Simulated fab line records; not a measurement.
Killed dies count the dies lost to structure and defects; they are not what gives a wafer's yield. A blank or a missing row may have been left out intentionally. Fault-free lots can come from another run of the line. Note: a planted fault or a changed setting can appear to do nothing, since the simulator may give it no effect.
2 desks, one fault    flow berkeley_cmos170    every desk sees just its own numbers, and what lay behind them comes last

== AT THE TOOL OWNER'S DESK: plasma_asher-04 ==
The tool's own readings at UCB170_PLDD_STRIP_10 (strips in O2): means of the sampled wafers that have a number, for each lot that ran on this tool. If a lot's mean is further than 4 standard deviations from the usual mean, the lot is out of limits and carries the mark OUT (the distance appears in the brackets).
Columns: A = drypump_motor_current_A at UCB170_PLDD_STRIP_10, usual 5.6 A; B = o2_flow_sccm at UCB170_PLDD_STRIP_10, usual 400.1 sccm; C = oes_product_au at UCB170_PLDD_STRIP_10, usual 0.735 a.u.; D = strip_time_to_endpoint_s at UCB170_PLDD_STRIP_10, usual 21.63 s
lot   first seen here  A    B      C      D
L548  day 7 14:33      5.3  400.3  0.740  21.65
L549  day 7 15:01      5.6  400.9  0.734  21.63
L551  day 8 06:50      5.3  400.4  0.737  21.59
L553  day 8 19:43      5.3  400.6  0.736  21.53
L557  day 9 10:57      5.3  400.3  0.740  21.73
L558  day 9 21:38      5.6  400.9  0.730  21.59
L566  day 11 12:37     5.6  399.5  0.737  21.58
L568  day 12 10:47     5.6  399.6  0.731  21.51
Finding of this desk: none of the 8 lots has anything out of limits.

== THE METROLOGY DESK ==
What the gauges read for every lot (on any tool): the sampled wafers with a number, averaged. If a lot's mean is further than 4 standard deviations from the usual mean, the lot is out of limits and carries the mark OUT (the distance appears in the brackets).
Columns: A = cd_nm at UCB170_M3_CD_MEAS_15, usual 700.2 nm; B = M3_BOW at UCB170_M3_BOW_MEAS_20, usual 36 um
lot   first seen here  A      B
L548  day 9 06:20      700.1  36
L549  day 9 07:57      699.5  41
L551  day 9 20:04      700.0  35
L553  day 10 05:55     697.7  40
L552  day 10 06:07     701.4  32
L555  day 10 23:14     698.1  31
L556  day 11 00:23     700.6  34
L557  day 11 00:30     702.4  36
L558  day 11 11:51     700.6  38
L566  day 13 07:19     701.2  32
L567  day 13 08:55     699.1  46
L570  day 13 15:29     702.0  40
L569  day 13 16:55     699.5  42
L568  day 14 00:16     700.6  35
Finding of this desk: none of the 14 lots has anything out of limits.

== PUT TOGETHER ==
Nothing out of limits was seen by the tool owner's desk.
Nothing out of limits was seen by the metrology desk.

== WHAT THE SIMULATOR PUT IN ==
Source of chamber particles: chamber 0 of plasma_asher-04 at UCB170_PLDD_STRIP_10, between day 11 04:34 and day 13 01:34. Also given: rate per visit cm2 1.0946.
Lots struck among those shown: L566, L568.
